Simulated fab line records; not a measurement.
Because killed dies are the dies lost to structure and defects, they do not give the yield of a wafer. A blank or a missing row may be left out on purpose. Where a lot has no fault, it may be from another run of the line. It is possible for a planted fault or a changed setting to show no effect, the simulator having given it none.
Which of the tools did it? | flow berkeleyCmos170 | 13 lots, 39 wafers sampled, at 4 steps of a route of 331

== WHAT THE GAUGES READ, wafer by wafer ==
UCB170_V1_CD_MEAS_12 targets a cd of 700 nm. Usual: cdNm 700.0 nm, standard deviation 1.3.
lot  | measured     | on       | cdNm (nm)         | flag
L579 | day 7 22:20  | cdSem-01 | 700.0 698.7 699.9 | 
L580 | day 7 22:28  | cdSem-02 | 700.1 700.0 698.4 | 
L582 | day 7 22:35  | cdSem-01 | 698.8 700.6 699.6 | 
L578 | day 7 22:44  | cdSem-02 | 701.9 700.5 701.2 | 
L581 | day 7 23:05  | cdSem-02 | 699.4 699.9 699.1 | 
L584 | day 8 19:29  | cdSem-02 | 698.3 695.8 698.0 | 
L586 | day 9 00:11  | cdSem-02 | 699.7 698.7 701.0 | 
L583 | day 9 00:26  | cdSem-02 | 699.9 700.3 699.7 | 
L588 | day 9 20:34  | cdSem-02 | 701.6 699.8 699.8 | 
L592 | day 10 18:02 | cdSem-01 | 702.0 702.7 702.3 | 
L597 | day 11 08:44 | cdSem-01 | 698.0 698.4 699.6 | 
L596 | day 11 08:28 | cdSem-02 | 701.0 699.0 700.9 | 
L601 | day 12 00:53 | cdSem-02 | 701.6 702.2 701.2 | 

UCB170_M3_CD_MEAS_15 targets a cd of 700 nm. Usual: cdNm 699.8 nm, standard deviation 1.5.
lot  | measured     | on       | cdNm (nm)         | flag
L579 | day 8 06:41  | cdSem-02 | 699.2 698.3 699.2 | 
L580 | day 8 07:21  | cdSem-02 | 700.3 700.3 698.6 | 
L582 | day 8 07:51  | cdSem-02 | 700.2 700.5 701.1 | 
L578 | day 8 08:09  | cdSem-01 | 697.3 695.3 696.2 | 
L581 | day 8 08:38  | cdSem-01 | 700.6 699.8 700.8 | 
L584 | day 9 05:53  | cdSem-02 | 700.0 701.0 700.5 | 
L586 | day 9 08:40  | cdSem-01 | 699.1 699.1 698.0 | 
L583 | day 9 08:44  | cdSem-02 | 701.8 702.0 701.6 | 
L588 | day 10 10:39 | cdSem-01 | 704.0 704.2 703.1 | 
L592 | day 11 03:46 | cdSem-02 | 700.1 700.3 700.0 | 
L597 | day 11 19:50 | cdSem-01 | 700.3 700.9 701.2 | 
L596 | day 11 19:17 | cdSem-01 | 698.1 699.0 698.3 | 
L601 | day 12 08:39 | cdSem-02 | 699.2 700.4 700.4 | 

== WHICH TOOL RAN EACH LOT (tool, then ch and the chambers of the sampled wafers, then the start) ==
lot  | UCB170_M1_METAL_ETCH_12          | UCB170_M3_COAT_10
L579 | rieMetal-01 ch 0,1, day 7 14:56  | lithoTrack-04 ch 0, day 8 05:00
L580 | rieMetal-02 ch 0,1, day 7 15:29  | lithoTrack-03 ch 0, day 8 06:00
L582 | rieMetal-03 ch 0,1, day 7 15:52  | lithoTrack-03 ch 0, day 8 06:00
L578 | rieMetal-01 ch 0,1, day 7 16:26  | lithoTrack-04 ch 0, day 8 07:00
L581 | rieMetal-02 ch 0,1, day 7 16:43  | lithoTrack-04 ch 0, day 8 07:00
L584 | rieMetal-03 ch 0,1, day 8 13:41  | lithoTrack-04 ch 0, day 9 04:00
L586 | rieMetal-01 ch 0,1, day 8 16:03  | lithoTrack-03 ch 0, day 9 07:00
L583 | rieMetal-02 ch 0,1, day 8 16:46  | lithoTrack-02 ch 0, day 9 07:00
L588 | rieMetal-02 ch 0,1, day 9 12:49  | lithoTrack-04 ch 0, day 10 09:00
L592 | rieMetal-02 ch 0,1, day 10 09:40 | lithoTrack-02 ch 0, day 11 02:00
L597 | rieMetal-02 ch 0,1, day 10 23:31 | lithoTrack-03 ch 0, day 11 18:00
L596 | rieMetal-03 ch 0, day 11 00:24   | lithoTrack-03 ch 0, day 11 18:00
L601 | rieMetal-02 ch 0,1, day 11 19:47 | lithoTrack-02 ch 0, day 12 07:00
- UCB170_M1_METAL_ETCH_12: etches Al in Cl2/BCl3, stops on PSG, target depth 780 nm, time 130 s.
- UCB170_M3_COAT_10: resist thk 900 nm.

== AS READ BY THE TOOLS THEMSELVES (means over the sampled wafers that have a number; for cases with no such wafer, the mark the record gives instead) ==
UCB170_M1_METAL_ETCH_12. Usual: bcl3FlowSccm 45.00 sccm, standard deviation 0.12; drypumpMotorCurrentA 5.5 A, standard deviation 0.56; oesProductAu 0.850 a.u., standard deviation 0.013; throttleValvePct 24.44 %, standard deviation 0.23.
lot  | tool        | bcl3FlowSccm (sccm) | drypumpMotorCurrentA (A) | oesProductAu (a.u.) | throttleValvePct (%) | flag
L579 | rieMetal-01 | 45.06               | 5.8                      | 0.853               | 24.27                | 
L580 | rieMetal-02 | 45.01               | 5.5                      | 0.843               | 24.59                | 
L582 | rieMetal-03 | 45.06               | 5.0                      | 0.848               | 24.57                | 
L578 | rieMetal-01 | 44.97               | 5.9                      | 0.847               | 24.18                | 
L581 | rieMetal-02 | 45.08               | 5.5                      | 0.839               | 24.59                | 
L584 | rieMetal-03 | 44.98               | 5.0                      | 0.858               | 24.56                | 
L586 | rieMetal-01 | 44.95               | 5.9                      | 0.851               | 24.20                | 
L583 | rieMetal-02 | 44.97               | 5.5                      | 0.843               | 24.59                | 
L588 | rieMetal-02 | 44.93               | 5.5                      | 0.835               | 24.58                | 
L592 | rieMetal-02 | 45.03               | 5.9                      | 0.840               | 24.41                | 
L597 | rieMetal-02 | 44.98               | 5.9                      | 0.846               | 24.41                | 
L596 | rieMetal-03 | 44.85               | 5.7                      | 0.866               | 24.46                | 
L601 | rieMetal-02 | 44.92               | 5.9                      | 0.855               | 24.41                | 

== THE ANSWER, worked out from the rows above alone ==
Rule: take the mean of a lot's wafers that have a number; if it is more than 3 standard deviations from the usual mean, the lot is off. Also off: a lot with no number at a reading for which 4 or more lots have one. Where the step has rows for the other lots, those lots are counted as sound. First the gauges in route order, then the tools' own readings, where a lot's mean is used as printed above. At the first step where some lot is off, the reading lying furthest off is the one used; lots without a number count as furthest.
No lot is off at any reading shown: from this, nothing can be told.

== WHAT THE SIMULATOR HAD PUT IN ==
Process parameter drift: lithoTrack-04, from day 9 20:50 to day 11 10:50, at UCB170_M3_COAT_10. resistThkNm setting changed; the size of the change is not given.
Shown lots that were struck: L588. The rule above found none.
